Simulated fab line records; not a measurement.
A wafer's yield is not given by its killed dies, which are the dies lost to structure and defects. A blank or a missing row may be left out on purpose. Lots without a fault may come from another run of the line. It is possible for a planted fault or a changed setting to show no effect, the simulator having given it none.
A struck lot beside a sound one :: flow ritCmos :: 17 out of 202 route steps
Sound: the wafers L930.2, L930.4, L930.5. The struck wafers were L941.1, L941.3, L941.5. Last of all comes the cause.
Order at every step that has rows: each side's tool, ch and its chambers, its first start. Under that, the readings that differ: sound wafers :: struck wafers :: difference of the means :: sigmas: that difference in standard deviations of wafers without a fault.
alike: readings whose means differ by less than 2 such deviations, and words and numbers that are the same on both sides. not compared: withheld readings, readings that some wafer has no value for, bounds like >300 that may hide the same value, and numbers for which the record gives no deviation and whose values overlap.
Wherever a step has rows on one side only, a row that says differs or no value, or a row with sigmas, the two part there. Numbers that don't overlap but have no deviation are shown without sigmas and don't part them. Lack of a reading on every wafer of one side parts them only where that side has two or more wafers.

first, 1 step without rows for these wafers: RIT_PRETRO_DEVELOP_05 (develop time 66.59 s).
RIT_PRETRO_OVL_MEAS_06:
  sound on overlay-01 at day 4 02:25; struck on overlay-02 at day 6 07:23
  alike: PRETRO_OVL
then, 2 steps without rows for these wafers: RIT_PRETRO_HARDBAKE_07 (time 120 s); RIT_PRETRO_IMPLANT_08.
RIT_PRETRO_STRIP_09: strips in O2, time 180 s.
  sound on plasmaAsher-02 ch 0,1, day 4 02:51; struck on plasmaAsher-03 ch 0,1, day 6 07:49
  alike: drypumpMotorCurrentA
  not compared: rfHoursCounterH
RIT_PRETRO_TW_MEAS_10:
  sound on filmMetro-01 at day 4 03:02; struck on filmMetro-02 at day 6 07:59
  alike: PRETRO_TW
then, 5 steps without rows for these wafers: RIT_GATE_WET_ETCH_00 (etches SiO2 in BOE, target depth 56 nm, time 60 s); RIT_GATE_CLEAN_01 (cleans in SC1, time 600 s); RIT_GATE_CLEAN_02 (cleans in dHF, time 30 s); RIT_GATE_CLEAN_03 (cleans in SC2, time 600 s); RIT_GATE_CLEAN_04 (cleans in dHF, time 60 s).
RIT_FOX2_THK_MEAS_91:
  sound on filmMetro-01 at day 4 03:33; struck on filmMetro-04 at day 6 08:32
  alike: FIELD_OXIDE_LEFT_2_THK
RIT_GATE_OXIDATION_05: target thk 3 nm, ox time 270 s.
  sound on furnace-04 ch 0, day 4 05:03; struck on furnace-01 ch 0, day 6 08:35
reading: spikeTcCentreC (C)
sound: 900.9 899.8 901.1
struck: 891.0 890.9 889.7
difference: -10.1
sigmas: -6

reading: spikeTcLoadC (C)
sound: 927.3 928.5 928.6
struck: 909.4 911.0 911.1
difference: -17.6
sigmas: -8

reading: spikeTcSourceC (C)
sound: 925.9 927.7 925.7
struck: 910.2 913.1 911.3
difference: -14.9
sigmas: -14

reading: tubeCenterTempC (C)
sound: 900.17 900 900.01
struck: 885.9 886.07 885.93
difference: -14.1
sigmas: -99 or more

reading: tube_center_temp_C_max
sound: 902.5 902.1 902.0
struck: 888.0 888.0 888.7
difference: -14.0
sigmas: -41

reading: model.SiO2_of_GATE_OXIDATION_05.thkNm (nm)
sound: 3.056 3.051 3.032
struck: 2.535 2.442 2.484
difference: -0.559
sigmas: 
  alike: zonePowerLoadPct
then, 1 step without rows for these wafers: RIT_GATE_ANNEAL_06 (time 600 s).
RIT_GATE_THK_MEAS_07:
  sound on filmMetro-04 at day 4 07:42; struck on filmMetro-01 at day 6 09:55
reading: GATE_OXIDE_THK (nm)
sound: 3.04 3.09 3.04
struck: 2.52 2.50 2.53
difference: -0.54
sigmas: -9
then, 1 step without rows for these wafers: RIT_GATE_CVD_08 (deposits poly-Si from SiH4, target thk 250 nm, time 2220 s).
RIT_M1_PROBE_99:
  sound on prober-02 at day 5 07:16; struck on prober-01 at day 7 09:45
  alike: killed_at_M0_to_M3, killedAtContacts, killedAtFrontEnd, killedDies, killedOnRim, killedOpen, killedShort
  not compared: model.etest.pmos_0p3.rOnOhmUm, model.etest.pmosTurned.rOnOhmUm, model.etest.pmos_0p15.rOnOhmUm, model.etest.nmos_0p3.rOnOhmUm, model.etest.nmos_0p15.driveUaUm, model.etest.nmos_0p15.rOnOhmUm, model.etest.nmosNarrow.driveUaUm, model.etest.nmos_0p3.driveUaUm

WHERE THEY PART
At RIT_GATE_OXIDATION_05 first; at RIT_GATE_THK_MEAS_07 last (within this record only). Later steps at which nothing parts them and some readings are alike: RIT_M1_PROBE_99.

WHY: whatever the simulator had introduced
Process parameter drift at RIT_GATE_OXIDATION_05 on furnace-01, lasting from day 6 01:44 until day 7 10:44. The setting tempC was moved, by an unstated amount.
